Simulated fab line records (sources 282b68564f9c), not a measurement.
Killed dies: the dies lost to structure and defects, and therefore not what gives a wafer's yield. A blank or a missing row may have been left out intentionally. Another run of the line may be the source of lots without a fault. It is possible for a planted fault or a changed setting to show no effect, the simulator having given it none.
8D (eight disciplines) problem report, filled in by code :: flow rit cmos :: the parts of the form that need people (team, actions taken, sign-off) are left out

1. PROBLEM STATEMENT
Wafers free of any fault read 430.1 ohm/sq (standard deviation 1.4) for PWELL_RS at RIT_WELLDRIVE_RS_MEAS_02, against a mean of 444.0 ohm/sq on 6 wafers of 2 lots. Relative to the usual mean, that is a shift of +9.9 standard deviations.
The step: measures by four-point-probe.
The first sign was on wafer L299.1 at day 5 11:49, on film metro-04. Wafers with a number at this step in the record: 42, from 14 lots. Rule for "out" (also "out of limits"): further than 4 standard deviations from the usual mean. The other wafers with a number count as sound.

2. WHAT IT IS; WHAT IT IS NOT
question: which readings at this step
is: PWELL_RS
is not: -

question: which lots
is: L299, L300
is not: L283, L284, L285, L286, L287, L288, L291, L292, L293, L294, L304, L306

question: which wafers of those lots
is: all that have a number
is not: -

question: read on which gauges
is: film metro-04
is not: film metro-01, film metro-02

question: when
is: from day 5 11:49
is not: up to then (30 sound wafers); but 6 sound wafers of L304, L306 came after

3. THE SUSPECTS, EACH WITH WHAT RULES IT OUT
Counting: a tool stays on the suspect list if, at a process step up to the reading, it processed all lots that are out and no sound lot following the first of them.
- the gauge at RIT_WELLDRIVE_RS_MEAS_02 is ruled out. All the wafers that are out were read on film metro-04, but those of them that RIT_PWELL_IMPLANT_08 has rows for are out there too, on other tools.
- implanter-02 at RIT_PWELL_IMPLANT_08: kept. Every lot that is out went through it, starting with L299 (day 5 06:14), and after that it ran no sound lot; the last sound lot it ran before then is L294 (day 4 06:29). Its own readings are out on those wafers: dose ions cm2.
The count leaves implanter-02 at RIT_PWELL_IMPLANT_08.

4. THE CAUSE (what the simulator had put in)
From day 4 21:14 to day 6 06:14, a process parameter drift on implanter-02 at RIT_PWELL_IMPLANT_08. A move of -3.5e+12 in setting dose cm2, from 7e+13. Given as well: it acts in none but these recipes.
After counting, this tool was the only one left.

5. THE EFFECT CHAIN, in route order
Each row: a reading whose mean over the struck wafers that have a number lies more than 3 standard deviations from the usual. Readings are gone through only where the record gives a usual standard deviation; hours: the median, over the lots, of the time from a lot's start at the first step in this table giving one to that lot's start at this step; sigmas: the change measured in usual standard deviations.
hours: 0
step: RIT_PWELL_IMPLANT_08
reading: dose ions cm2
usual: 6.998e+13
on struck wafers: 6.644e+13
change: -3.540e+12
sigmas: -48

hours: 6
step: RIT_WELLDRIVE_RS_MEAS_02
reading: PWELL_RS
usual: 430.1 ohm/sq
on struck wafers: 444.0
change: +13.9
sigmas: +9.9
Its process steps:
- RIT_PWELL_IMPLANT_08

6. WHAT WOULD HAVE CAUGHT IT SOONER
15 hours passed between the start of the fault at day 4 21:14 and the first reading out of limits at a measuring or inspecting step in this record, taken at day 5 11:49.
Tool's own readings at RIT_PWELL_IMPLANT_08, dose ions cm2: out on all struck wafers the step has rows for; an alarm limit on them would have tripped on the first.
L300, from the lots that are out (2), started RIT_PWELL_IMPLANT_08 on implanter-02 later than day 5 11:49. A hold on the tool at that time would have spared it.
